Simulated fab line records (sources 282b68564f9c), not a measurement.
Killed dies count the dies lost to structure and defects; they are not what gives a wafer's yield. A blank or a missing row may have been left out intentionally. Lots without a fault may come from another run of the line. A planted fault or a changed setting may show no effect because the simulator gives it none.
A lot that was struck, set against a sound lot    flow rit cmos    21 steps out of a route of 202
Sound: wafers L261.3, L261.5, L261.6. The struck wafers were L265.1, L265.2, L265.6. At the end, the cause is stated.
Order at every step that has rows: each side's tool, ch and its chambers, its first start. Under that, the readings that differ: sound wafers    struck wafers    difference of the means    sigmas: that difference in standard deviations of wafers without a fault.
alike: same words and numbers on both sides, and readings whose means sit less than 2 such deviations apart. not compared: any withheld reading, any reading some wafer has no value for, any bound like >300 that may hide the same value, and any number with overlapping values for which the record gives no deviation.
Wherever a step has rows on one side only, a row that says differs or no value, or a row with sigmas, the two part there. Numbers that have no deviation but don't overlap get no sigmas and don't part them. A reading missing from all wafers of one side parts the sides only when that side holds two or more wafers.

first, 4 steps without rows for these wafers: RIT_ACTIVE_CLEAN_15 (cleans in SC1, time 600 s); RIT_ACTIVE_CLEAN_16 (cleans in dHF, time 30 s); RIT_ACTIVE_CLEAN_17 (cleans in SC2, time 600 s); RIT_FOX1_OXIDATION_00 (target thk 350.7 nm, ox time 1130 s).
RIT_FOX1_THK_MEAS_01:
  sound: film metro-02 at day 3 10:01; struck: film metro-03 at day 4 05:23
  alike: FOX1_OXIDE_THK
then, 2 steps without rows for these wafers: RIT_FOX1_WET_ETCH_02 (etches SiO2 in BOE, target depth 350 nm, time 390 s); RIT_FOX2_OXIDATION_00 (target thk 350.7 nm, ox time 1130 s).
RIT_FOX2_THK_MEAS_01:
  sound: film metro-03 at day 3 11:31; struck: film metro-03 at day 4 06:53
  alike: FOX2_OXIDE_THK
then, 2 steps without rows for these wafers: RIT_FOX2_CLEAN_02 (cleans in dHF, time 180 s); RIT_FOX2_WET_ETCH_03 (etches Si3N4 in H3PO4, target depth 195 nm, time 2700 s).
RIT_FOX2_THK_MEAS_90:
  sound: film metro-04 at day 3 12:23; struck: film metro-01 at day 4 08:31
  alike: FIELD_OXIDE_LEFT_1_THK
then, 1 step without rows for these wafers: RIT_NWELL_HMDS_00 (prime time 60 s).
RIT_NWELL_COAT_01: resist thk 1300 nm.
  sound on litho track-04 ch 0, day 3 12:37; struck on litho track-01 ch 0, day 4 08:44
reading                                     sound                 struck                difference  sigmas
spin speed rpm (rpm)                        2001.4 1998.9 2000.6  1860.9 1860.9 1860.5  -139.5      -99 or more
model.NOVOLAK_of_NWELL_COAT_01.thk nm (nm)  1302 1304 1302        1349 1348 1347        +45         
then, 4 steps without rows for these wafers: RIT_NWELL_SOFTBAKE_02 (time 60 s); RIT_NWELL_EXPOSE_03 (exposes mask M2, target cd 43900 nm); RIT_NWELL_PEB_04; RIT_NWELL_DEVELOP_05 (develop time 68 s).
RIT_NWELL_OVL_MEAS_06:
  sound: overlay-01 at day 3 13:19; struck: overlay-02 at day 4 09:28
  alike: NWELL_OVL
RIT_NWELL_HARDBAKE_07: time 120 s.
  sound on litho track-03 ch 0, day 3 13:25; struck on litho track-03 ch 0, day 4 09:30
reading                                     sound           struck          difference  sigmas
model.NOVOLAK_of_NWELL_COAT_01.thk nm (nm)  1139 1140 1139  1179 1178 1178  +39         
next, for these wafers, 1 step has no rows: RIT_NWELL_IMPLANT_08.
RIT_M1_PROBE_99:
  sound: prober-01 at day 5 01:41; struck: prober-01 at day 5 23:56
  alike: killed at contacts, killed at front end, killed dies, killed open, killed short

WHERE THEY PART
RIT_NWELL_COAT_01 only, going by this record. Later steps at which nothing parts them and some readings are alike: RIT_NWELL_OVL_MEAS_06, RIT_M1_PROBE_99.

WHY: what the simulator had put in
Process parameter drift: litho track-01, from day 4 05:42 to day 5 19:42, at RIT_NWELL_COAT_01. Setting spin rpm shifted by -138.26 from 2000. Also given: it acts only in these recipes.
